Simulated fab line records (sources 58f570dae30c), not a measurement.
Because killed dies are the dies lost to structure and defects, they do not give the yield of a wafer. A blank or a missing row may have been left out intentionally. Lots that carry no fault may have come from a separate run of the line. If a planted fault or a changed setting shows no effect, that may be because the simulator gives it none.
Struck lot and sound lot, side by side | flow berkeley-cmos170 | 14 out of 331 route steps
Sound: wafers L714.1, L714.4, L714.5. Wafers struck: L725.2, L725.3, L725.6. The cause comes at the end.
At each step with rows: each side's tool, then ch and its chambers, then its first start. Under that, the readings that differ: sound wafers | struck wafers | difference of the means | sigmas: that difference in standard deviations of wafers without a fault.
alike: words and numbers the same on both sides, and readings whose means are apart by under 2 such deviations; not compared: readings that were withheld, readings missing a value for some wafer, numbers with overlapping values and no deviation given by the record, and bounds like >300 which may hide the same value.
A row with sigmas, a row that says differs or no value, or rows on one side alone: a step with any of these is where the two part. Non-overlapping numbers with no deviation appear without sigmas and do not part them. A reading that every wafer of one side lacks parts them only if that side has two wafers or more.

UCB170_M1_SPUTTER_00: material Al, target thk 600 nm, time 80 s.
  struck on pvd-sputter-04, day 11 23:40; sound on pvd-sputter-03, day 10 02:57
  alike: throttle-valve-pct
UCB170_M1_RS_MEAS_01: the measuring method here is four-point-probe.
  struck on film-metro-01, day 11 23:44; sound on film-metro-01, day 10 03:01
  alike: M1_AL_RS
UCB170_M1_THK_MEAS_02: measures by xrf.
  struck on film-metro-01, day 11 23:51; sound on film-metro-01, day 10 03:08
  alike: M1_AL_THK
then, 6 steps without rows for these wafers: UCB170_M1_COAT_03; UCB170_M1_COAT_04 (resist thk 900 nm); UCB170_M1_SOFTBAKE_05 (time 60 s); UCB170_M1_EXPOSE_06 (exposes mask METAL1, target cd 700 nm); UCB170_M1_PEB_07; UCB170_M1_DEVELOP_08 (develop time 45 s).
UCB170_M1_CD_MEAS_09: target cd 700 nm.
  struck on cd-sem-01, day 12 00:46; sound on cd-sem-01, day 10 04:04
  alike: cd-nm
UCB170_M1_OVL_MEAS_10:
  struck on overlay-01, day 12 00:52; sound on overlay-01, day 10 04:11
  alike: M1_OVL
UCB170_M1_ETCH_11: etches BARC in N2/H2.
  sound on rie-diel-04 ch 0,1,2, day 10 04:14; struck on rie-diel-04 ch 1,2,3, day 12 00:54
  alike: drypump-motor-current-A, oes-product-au, throttle-valve-pct
UCB170_M1_METAL_ETCH_12: etches Al in Cl2/BCl3, stops on PSG, target depth 780 nm, time 130 s.
  sound on rie-metal-03 ch 0,1, day 10 04:16; struck on rie-metal-03 ch 0,1, day 12 00:56
  reading                             | sound             | struck            | difference | sigmas
  oes-product-au (a.u.)               | 0.856 0.863 0.855 | 0.800 0.816 0.810 | -0.049     | -4
  run-length-s (s)                    | 157.7 157.8 157.8 | 171.1 170.5 171.0 | +13.1      | +22
  model.KrF_of_M1_COAT_04.thk-nm (nm) | 443.2 441.2 436.9 | 402.1 406.1 401.1 | -37.3      |
  alike: drypump-motor-current-A, throttle-valve-pct
  not compared: rf-hours-counter-h
UCB170_M1_STRIP_13: strips in O2.
  sound on plasma-asher-01 ch 0,1, day 10 04:24; struck on plasma-asher-01 ch 0,1, day 12 01:04
  alike: drypump-motor-current-A, oes-product-au
  not compared: rf-hours-counter-h

## WHERE THEY PART
Only at UCB170_M1_METAL_ETCH_12, within this record. Later steps at which nothing parts them and some readings are alike: UCB170_M1_STRIP_13.

WHY: what had been put in by the simulator
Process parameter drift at UCB170_M1_METAL_ETCH_12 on rie-metal-03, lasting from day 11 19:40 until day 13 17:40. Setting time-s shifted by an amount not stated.
